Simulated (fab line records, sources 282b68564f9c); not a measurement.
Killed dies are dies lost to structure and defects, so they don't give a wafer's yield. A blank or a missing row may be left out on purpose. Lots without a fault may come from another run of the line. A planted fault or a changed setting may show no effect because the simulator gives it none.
Split-lot experiment | flow rit_cmos | 5 lots, 23 wafers read, on a route of 202 steps

THE SPLIT
At RIT_NRETRO_IMPLANT_08, the setting dose_cm2 was moved away from the recipe's 1e+13 on 9 of the 23 wafers read, by -5.9% to +6.3%. The other wafers ran this setting at the recipe's value.

FROM THE SPLIT TO THE READING: what the file shows between them, 1 step
- RIT_NRETRO_STRIP_09: strips in O2, time 180 s

THE READING
NRETRO_TW, at RIT_NRETRO_TW_MEAS_10. Fault-free wafers of this fab line usually give 1053, standard deviation 6.4.

wafer  | tool, chamber at the split | dose_cm2 as run | against the recipe | NRETRO_TW | against lot-mates on the recipe
L078.1 | implanter-04, 0            | 1e+13           | recipe             | 1057      | -
L078.2 | implanter-04, 0            | 9.408e+12       | -5.9%              | 1028      | -24
L078.3 | implanter-04, 0            | 1e+13           | recipe             | 1052      | -
L078.5 | implanter-04, 0            | 1e+13           | recipe             | 1047      | -
L078.6 | implanter-04, 0            | 9.408e+12       | -5.9%              | 1031      | -21
L080.1 | implanter-04, 0            | 1e+13           | recipe             | 1050      | -
L080.5 | implanter-04, 0            | 1e+13           | recipe             | 1053      | -
L080.6 | implanter-04, 0            | 1e+13           | recipe             | 1057      | -
L081.1 | implanter-04, 0            | 1e+13           | recipe             | 1066      | -
L081.2 | implanter-04, 0            | 1e+13           | recipe             | 1057      | -
L081.4 | implanter-04, 0            | 1.063e+13       | +6.3%              | 1086      | +24
L081.5 | implanter-04, 0            | 1.063e+13       | +6.3%              | 1085      | +23
L081.6 | implanter-04, 0            | 1e+13           | recipe             | 1062      | -
L084.1 | implanter-03, 0            | 1e+13           | recipe             | 1052      | -
L084.2 | implanter-03, 0            | 9.455e+12       | -5.4%              | 1037      | -13
L084.3 | implanter-03, 0            | 9.455e+12       | -5.4%              | 1033      | -17
L084.4 | implanter-03, 0            | 1e+13           | recipe             | 1048      | -
L084.5 | implanter-03, 0            | 9.455e+12       | -5.4%              | 1035      | -15
L085.1 | implanter-03, 0            | 1.058e+13       | +5.8%              | 1071      | +16
L085.2 | implanter-03, 0            | 1.058e+13       | +5.8%              | 1067      | +12
L085.4 | implanter-03, 0            | 1e+13           | recipe             | 1054      | -
L085.5 | implanter-03, 0            | 1e+13           | recipe             | 1056      | -
L085.6 | implanter-03, 0            | 1e+13           | recipe             | 1054      | -

THE FIT
A straight line over all 23 wafers: NRETRO_TW changes by +3.84 for each +1% of dose_cm2; r = +0.94; the points scatter about the line by 5.3.
The same after taking each lot's own level away (the mean of its wafers on the recipe; 23 wafers): +3.2 for each +1%; r = +0.96; scatter 3.5.
On that fit, the largest move of dose_cm2 shifts the reading by 20.
The lots' own levels span 1050.0 to 1061.7, that is 1.8 times the standard deviation above.
So the lot-to-lot level changes the slope: the two fits differ.
Check: with one of the wafers moved furthest among these (+6.3%) left out of the fit, the line predicts +19.2 for it against its lot-mates. It came out at +24.3 against them.

OTHER SPLITS ON THESE WAFERS
These wafers also went through other splits before the reading. Each is held against what the fit with the lots' levels taken away leaves over:
other split on the same wafers   | wafers away from the commonest value | r with NRETRO_TW (lot level and that fit taken away)
RIT_ACTIVE_COAT_06 resist_thk_nm | 9                                    | +0.20
RIT_FOX2_OXIDATION_00 temp_c     | 18                                   | -0.10
RIT_PWELL_COAT_01 resist_thk_nm  | 6                                    | +0.04
RIT_PWELL_IMPLANT_08 energy_kev  | 8                                    | -0.05
RIT_NRETRO_COAT_01 spin_rpm      | 5                                    | +0.27

THE FILE'S OWN FIT
NRETRO_TW changes by +3.2 for each +1% of dose_cm2, r = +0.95.
